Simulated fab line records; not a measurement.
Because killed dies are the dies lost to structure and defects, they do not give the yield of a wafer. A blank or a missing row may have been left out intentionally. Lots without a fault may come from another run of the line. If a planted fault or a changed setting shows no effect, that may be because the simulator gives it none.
Which of the tools did it?    flow rit-cmos    14 lots, 42 wafers sampled, at 2 steps of a route of 202

## WHAT THE GAUGES SHOWED, per wafer
RIT_NSD_TW_MEAS_10. Usual: for NSD_TW the level is 3139 and the standard deviation is 26.
lot   measured     on             NSD_TW          flag
L906  day 3 03:11  film-metro-04  3151 3136 3138  
L907  day 3 06:13  film-metro-04  3127 3123 3128  
L908  day 3 11:13  film-metro-01  3117 3097 3095  
L909  day 3 15:29  film-metro-04  3145 3136 3125  
L919  day 5 20:10  film-metro-04  3142 3128 3126  
L920  day 5 22:45  film-metro-02  3158 3142 3157  
L921  day 6 04:34  film-metro-02  3177 3164 3171  
L922  day 6 09:50  film-metro-04  3139 3141 3129  
L923  day 6 14:10  film-metro-04  3135 3136 3118  
L924  day 6 23:46  film-metro-02  3163 3172 3173  
L925  day 7 07:44  film-metro-02  3182 3176 3182  
L927  day 7 14:58  film-metro-02  3165 3179 3196  
L928  day 7 23:12  film-metro-02  3156 3176 3169  
L929  day 8 11:10  film-metro-01  3118 3106 3109  

RIT_SDANNEAL_RS_MEAS_05: a four-point-probe measurement. Usual: for NSD_RS the level is 83.68 ohm/sq and the standard deviation is 0.24.
lot   measured     on             NSD_RS (ohm/sq)    flag
L906  day 3 05:14  film-metro-04  83.14 83.61 83.47  
L907  day 3 08:16  film-metro-02  84.07 83.95 84.23  
L908  day 3 13:14  film-metro-02  83.41 83.54 83.60  
L909  day 3 17:32  film-metro-02  83.94 83.70 83.86  
L919  day 5 22:14  film-metro-04  83.39 83.44 83.50  
L920  day 6 00:49  film-metro-04  83.88 83.93 83.81  
L921  day 6 06:44  film-metro-04  83.77 83.56 83.70  
L922  day 6 12:00  film-metro-02  83.41 83.48 83.25  
L923  day 6 16:23  film-metro-02  83.65 83.22 83.11  
L924  day 7 01:58  film-metro-01  83.69 83.56 83.77  
L925  day 7 09:48  film-metro-01  83.46 83.74 83.71  
L927  day 7 17:00  film-metro-01  84.02 84.04 83.90  
L928  day 8 01:21  film-metro-02  83.68 84.04 83.75  
L929  day 8 13:19  film-metro-04  83.69 83.49 83.47  

## TOOL THAT RAN EACH LOT (tool first, then ch and the chambers of the sampled wafers, then the start)
The record holds no process step before these readings.

## AS READ BY THE TOOLS THEMSELVES (means over the sampled wafers that have a number; for cases with no such wafer, the mark the record gives instead)
The record holds no such reading with a usual standard deviation.

## THE ANSWER, worked out from the rows above alone
Rule: a lot counts as off when the mean over its wafers that have a number is more than 3 standard deviations away from the usual mean. Also off: a lot with no number at a reading for which 4 or more lots have one. The other lots that the step has rows for count as sound. Order of review: gauges by route order, followed by the tools' own readings, for which a lot's mean as printed above is used. The first step at which some lot is off is used, and at that step the reading that is off furthest; a lot without a number counts as furthest.
No lot is off at any reading shown: from this, nothing can be told.

## WHAT THE SIMULATOR HAD PUT IN
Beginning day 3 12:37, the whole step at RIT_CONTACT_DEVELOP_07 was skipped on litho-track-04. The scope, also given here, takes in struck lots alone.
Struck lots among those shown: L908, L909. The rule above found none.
